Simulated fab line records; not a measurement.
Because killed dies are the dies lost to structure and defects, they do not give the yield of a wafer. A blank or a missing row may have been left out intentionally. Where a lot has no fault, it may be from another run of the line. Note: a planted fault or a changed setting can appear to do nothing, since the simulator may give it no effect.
Chamber matching / flow berkeley-cmos170 / rie-diel-02 running UCB170_ZERO_ETCH_06: 4 sister chambers
The step etches SiO2 in CHF3/CF4/Ar, time 12 s. 8 wafers are shown with their chamber, then 8 later ones without.

## WAFERS, EACH WITH ITS CHAMBER
wafer=L076.1; chamber=3; drypump-motor-current-A (A)=5.64; throttle-valve-pct (%)=9.15
wafer=L077.6; chamber=3; drypump-motor-current-A (A)=5.63; throttle-valve-pct (%)=9.15
wafer=L080.6; chamber=1; drypump-motor-current-A (A)=5.59; throttle-valve-pct (%)=9.27
wafer=L082.4; chamber=2; drypump-motor-current-A (A)=6.11; throttle-valve-pct (%)=9.17
wafer=L086.1; chamber=1; drypump-motor-current-A (A)=5.61; throttle-valve-pct (%)=9.25
wafer=L086.2; chamber=0; drypump-motor-current-A (A)=6.12; throttle-valve-pct (%)=9.44
wafer=L086.6; chamber=0; drypump-motor-current-A (A)=6.13; throttle-valve-pct (%)=9.46
wafer=L088.1; chamber=2; drypump-motor-current-A (A)=6.10; throttle-valve-pct (%)=9.16

## WAFERS WITHOUT THEIR CHAMBER
wafer=L088.2; drypump-motor-current-A (A)=5.65; throttle-valve-pct (%)=9.16
wafer=L088.3; drypump-motor-current-A (A)=5.61; throttle-valve-pct (%)=9.26
wafer=L090.2; drypump-motor-current-A (A)=6.07; throttle-valve-pct (%)=9.16
wafer=L090.5; drypump-motor-current-A (A)=5.62; throttle-valve-pct (%)=9.16
wafer=L090.6; drypump-motor-current-A (A)=6.13; throttle-valve-pct (%)=9.46
wafer=L091.3; drypump-motor-current-A (A)=6.13; throttle-valve-pct (%)=9.45
wafer=L091.4; drypump-motor-current-A (A)=5.63; throttle-valve-pct (%)=9.28
wafer=L091.5; drypump-motor-current-A (A)=5.60; throttle-valve-pct (%)=9.26

## THE CHAMBER EACH PASSED THROUGH
wafer=L088.2; from the rows above=3; in truth=3
wafer=L088.3; from the rows above=1; in truth=1
wafer=L090.2; from the rows above=2; in truth=2
wafer=L090.5; from the rows above=3; in truth=3
wafer=L090.6; from the rows above=0; in truth=0
wafer=L091.3; from the rows above=0; in truth=0
wafer=L091.4; from the rows above=1; in truth=1
wafer=L091.5; from the rows above=1; in truth=1
Placed correctly: 8 of 8. Number that these rows cannot place: 0. Placed wrongly: 0.
How it was worked out, from the rows above alone: a wafer's distance from a chamber is the root of the sum, over the readings, of the square of ((its reading less the chamber's mean) divided by the reading's scatter). If the next closest chamber is less than 2 further off than the closest, the wafer can't be placed; otherwise it belongs to the closest. Each chamber's mean is taken over the wafers shown for it. The scatter: take each reading less its chamber's mean, square it, sum over the shown wafers, divide by the number of wafers less the number of chambers, and take the root.
